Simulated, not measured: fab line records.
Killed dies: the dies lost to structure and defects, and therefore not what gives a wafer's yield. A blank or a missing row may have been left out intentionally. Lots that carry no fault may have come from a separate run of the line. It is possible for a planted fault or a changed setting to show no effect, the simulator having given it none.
Which tool did it?    flow berkeley cmos170    45 wafers from 15 lots sampled at 5 of the route's 331 steps

WHAT THE GAUGES SHOWED, per wafer
UCB170_NWELL_THK_MEAS_02.
lot   measured     on             NWELL_OXIDE_THK (nm)
L985  day 2 05:29  film metro-01  26.2 25.6 26.0
L986  day 2 05:32  film metro-03  26.0 26.2 25.9
L989  day 2 20:23  film metro-04  25.8 26.1 25.9
L990  day 2 20:23  film metro-01  26.4 26.7 26.0
L991  day 3 04:19  film metro-03  26.6 26.7 26.9
L992  day 3 09:38  film metro-04  25.7 25.6 25.4
L993  day 3 14:09  film metro-03  25.7 25.4 25.3
L995  day 4 02:26  film metro-03  25.7 25.7 25.8
L996  day 4 06:09  film metro-03  27.1 26.8 26.8
L997  day 4 14:48  film metro-03  26.4 26.9 26.8
L100  day 5 06:42  film metro-04  26.4 27.1 26.5
L101  day 5 06:43  film metro-03  26.0 26.0 26.2
L105  day 6 03:41  film metro-01  26.1 26.0 26.2
L106  day 6 12:44  film metro-01  27.5 27.0 27.0
L108  day 6 21:18  film metro-01  25.9 25.6 25.7

UCB170_NWELL_OVL_MEAS_12.
lot   measured     on          NWELL_OVL (nm)
L985  day 2 15:17  overlay-02  2 0 3
L986  day 2 15:25  overlay-02  -1 6 3
L989  day 3 04:02  overlay-02  1 -7 2
L990  day 3 04:17  overlay-01  -1 11 8
L991  day 3 10:12  overlay-02  -10 -3 0
L992  day 3 18:28  overlay-01  -4 13 0
L993  day 3 21:06  overlay-01  1 1 1
L995  day 4 10:56  overlay-01  5 8 3
L996  day 4 11:10  overlay-01  -6 -7 -8
L997  day 4 21:07  overlay-02  4 14 -1
L100  day 5 14:28  overlay-01  10 -1 0
L101  day 5 14:57  overlay-01  -9 4 5
L105  day 6 13:04  overlay-01  -1 6 1
L106  day 6 21:14  overlay-02  6 6 1
L108  day 7 04:24  overlay-01  8 8 13

UCB170_PFIELD_TW_MEAS_09.
lot   measured     on             PFIELD_TW
L985  day 4 17:22  film metro-01  592 591 590
L986  day 4 17:30  film metro-03  605 604 602
L989  day 5 01:50  film metro-04  595 592 594
L990  day 5 01:16  film metro-03  601 599 601
L991  day 5 09:50  film metro-04  590 593 595
L992  day 6 01:40  film metro-01  593 593 592
L993  day 6 01:20  film metro-03  602 600 605
L995  day 6 17:46  film metro-04  598 597 596
L996  day 6 11:17  film metro-03  602 604 601
L997  day 7 03:27  film metro-03  601 602 602
L100  day 7 15:53  film metro-01  594 592 590
L101  day 7 15:46  film metro-03  601 600 600
L105  day 8 18:14  film metro-01  606 607 605
L106  day 9 00:37  film metro-01  604 608 608
L108  day 9 02:32  film metro-03  614 617 615 616 617 613

UCB170_NVT_OVL_MEAS_06.
lot   measured      on          NVT_OVL (nm)
L985  day 5 23:24   overlay-02  0 3 0
L986  day 5 23:38   overlay-02  3 3 2
L989  day 6 04:24   overlay-02  8 -3 8
L990  day 6 04:10   overlay-02  7 -1 -2
L991  day 6 17:12   overlay-02  0 1 2
L992  day 7 07:06   overlay-02  4 4 10
L993  day 7 07:03   overlay-01  -6 2 2
L995  day 7 22:13   overlay-02  0 2 7
L996  day 7 14:19   overlay-01  6 0 2
L997  day 8 12:19   overlay-02  2 7 6
L100  day 8 21:44   overlay-01  1 -5 -4
L101  day 8 21:59   overlay-02  4 2 2
L105  day 10 00:52  overlay-02  11 4 2
L106  day 10 05:14  overlay-01  9 1 3
L108  day 10 05:34  overlay-02  14 10 2

WHAT TOOL EACH LOT RAN ON (gives the tool, then ch and the chambers of the sampled wafers, and finally the start)
lot   UCB170_PFIELD_IMPLANT_07
L985  implanter-01 ch 0, day 4 17:07
L986  implanter-03 ch 0, day 4 17:17
L989  implanter-04 ch 0, day 5 01:35
L990  implanter-01 ch 0, day 5 01:02
L991  implanter-01 ch 0, day 5 09:35
L992  implanter-01 ch 0, day 6 01:25
L993  implanter-03 ch 0, day 6 01:07
L995  implanter-03 ch 0, day 6 17:31
L996  implanter-04 ch 0, day 6 11:02
L997  implanter-03 ch 0, day 7 03:14
L100  implanter-01 ch 0, day 7 15:38
L101  implanter-04 ch 0, day 7 15:32
L105  implanter-01 ch 0, day 8 18:00
L106  implanter-01 ch 0, day 9 00:24
L108  implanter-01 ch 0, day 9 02:19
- UCB170_PFIELD_IMPLANT_07

AS READ BY THE TOOLS THEMSELVES (means over the sampled wafers that have a number; for cases with no such wafer, the mark the record gives instead)
UCB170_PFIELD_IMPLANT_07.
lot   tool          dose ions cm2  faraday current uA
L985  implanter-01  2.0002e+13     62.9
L986  implanter-03  1.9970e+13     63.6
L989  implanter-04  1.9994e+13     64.2
L990  implanter-01  1.9999e+13     63.9
L991  implanter-01  1.9996e+13     64.2
L992  implanter-01  2.0026e+13     63.7
L993  implanter-03  2.0033e+13     62.2
L995  implanter-03  1.9991e+13     63.1
L996  implanter-04  1.9997e+13     63.6
L997  implanter-03  2.0007e+13     64.2
L100  implanter-01  2.0009e+13     65.4
L101  implanter-04  1.9987e+13     63.8
L105  implanter-01  2.1308e+13     67.9
L106  implanter-01  2.1310e+13     68.8
L108  implanter-01  2.1322e+13     68.8

THE ANSWER, worked out from the rows above alone
Rule: the lots themselves supply what counts as usual. Put in order of their means at a reading, lots are off if they are a third of the lots or fewer, leave a main group of 4 or more, and stand apart from it by a gap of 3 or more times the standard deviation of the main group's means; of several such gaps the widest counts. The tables above print the reading to a certain number of digits; a main group whose means all agree to those digits is not used. A lot without any number at a reading at which 4 lots or more have one is off too. Where the step has rows for the other lots, those lots are counted as sound. The gauges are gone through in route order, then the tools' own readings, and for those a lot's mean is taken as printed above. At the first step where some lot is off, the reading lying furthest off is the one used; lots without a number count as furthest.
Off: L105, L106, L108 (UCB170_PFIELD_IMPLANT_07, dose ions cm2). For the main group the mean is 2.0001e+13 and the standard deviation 1.6e+10.
A tool fits if, at that step or a process step before it, it ran every lot that is off, and no sound lot after the first of them. One fits: UCB170_PFIELD_IMPLANT_07 on implanter-01. A fault onset in the window from L100 (day 7 15:38, its last sound lot) to L105 (day 8 18:00, its first lot off) fits.
The tool's own readings at UCB170_PFIELD_IMPLANT_07 bear it out: on the lots that are off they differ by more than 5 times the standard deviation of the sound lots' means. dose ions cm2 reads 2.1313e+13 there against 2.0001e+13 on the sound lots; faraday current uA reads 68.5 there against 63.7 on the sound lots.

WHAT HAD BEEN PUT IN BY THE SIMULATOR
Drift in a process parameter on implanter-01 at UCB170_PFIELD_IMPLANT_07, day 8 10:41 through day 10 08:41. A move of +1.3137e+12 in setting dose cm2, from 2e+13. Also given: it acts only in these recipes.
Struck lots among those shown: L105, L106, L108. The rule above found the same.
